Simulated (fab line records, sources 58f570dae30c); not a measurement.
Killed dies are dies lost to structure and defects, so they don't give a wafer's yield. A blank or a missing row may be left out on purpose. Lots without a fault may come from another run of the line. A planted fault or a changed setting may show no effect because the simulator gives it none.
Chamber matching | flow berkeley_cmos170 | UCB170_V1_CMP_02 on cmp-02: 4 sister chambers
The step polishes SiO2. 24 wafers are shown with their chamber, then 12 later ones without.

WAFERS WITH THEIR CHAMBER
wafer  | chamber | motor_current_A (A) | retaining_ring_pressure_frac
L779.1 | 3       | 16.2                | 0.988
L779.3 | 1       | 17.4                | 1.000
L779.6 | 1       | 17.0                | 1.002
L778.2 | 2       | 14.1                | 1.005
L778.3 | 3       | 15.8                | 1.004
L778.5 | 0       | 17.5                | 0.985
L783.1 | 0       | 17.4                | 1.011
L783.2 | 3       | 16.3                | 1.005
L783.3 | 2       | 14.7                | 1.007
L777.2 | 3       | 15.3                | 0.985
L777.3 | 1       | 17.6                | 1.000
L777.6 | 1       | 17.0                | 1.006
L782.3 | 3       | 16.8                | 0.998
L782.5 | 2       | 14.9                | 1.003
L782.6 | 3       | 15.7                | 1.002
L780.1 | 0       | 17.2                | 1.005
L780.3 | 1       | 18.0                | 1.002
L780.4 | 3       | 16.1                | 0.999
L788.1 | 3       | 15.4                | 1.005
L788.4 | 1       | 16.6                | 0.998
L788.6 | 2       | 14.2                | 0.999
L797.3 | 1       | 18.1                | 0.997
L797.5 | 3       | 15.8                | 1.000
L797.6 | 2       | 15.0                | 0.998

SIGNATURES (means of the wafers above)
reading                      | chamber 0 | chamber 1 | chamber 2 | chamber 3 | scatter within a chamber
motor_current_A              | 17.367    | 17.386    | 14.580    | 15.933    | 0.465
retaining_ring_pressure_frac | 1.00033   | 1.00071   | 1.00240   | 0.99844   | 0.00673
Rule: a wafer's distance from a chamber is the root of the sum, over the readings, of the square of ((its reading less the chamber's mean) divided by the reading's scatter). The wafer belongs to the nearest chamber; if the next one is less than 2 further off, it can't be placed. The scatter: the root of (the sum of the squares of (reading less its chamber's mean) over the shown wafers, divided by (wafers less chambers)).

WAFERS WITHOUT THEIR CHAMBER
wafer  | motor_current_A (A) | retaining_ring_pressure_frac
L795.1 | 17.5                | 0.995
L795.2 | 17.6                | 1.016
L795.5 | 17.5                | 1.013
L793.2 | 17.7                | 0.998
L793.3 | 14.3                | 0.998
L793.6 | 17.9                | 0.999
L799.3 | 17.6                | 1.005
L799.5 | 15.5                | 1.002
L799.6 | 15.5                | 0.997
L800.2 | 16.8                | 1.006
L800.3 | 17.2                | 1.004
L800.6 | 14.9                | 0.994

WHICH CHAMBER EACH WENT THROUGH
wafer  | from the rows above          | in truth
L795.1 | can't be placed: 0 or 1      | 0
L795.2 | can't be placed: 1 or 0      | 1
L795.5 | can't be placed: 1 or 0      | 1
L793.2 | can't be placed: 1 or 0      | 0
L793.3 | 2                            | 2
L793.6 | can't be placed: 1 or 0      | 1
L799.3 | can't be placed: 1 or 0      | 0
L799.5 | can't be placed: 3 or 2      | 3
L799.6 | can't be placed: 3 or 2      | 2
L800.2 | can't be placed: 0 or 1 or 3 | 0
L800.3 | can't be placed: 1 or 0      | 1
L800.6 | can't be placed: 2 or 3      | 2
Placed correctly: 1 of 12. Can't be placed from these rows: 11 (the true chamber is among the candidates in 11). Placed wrongly: 0.
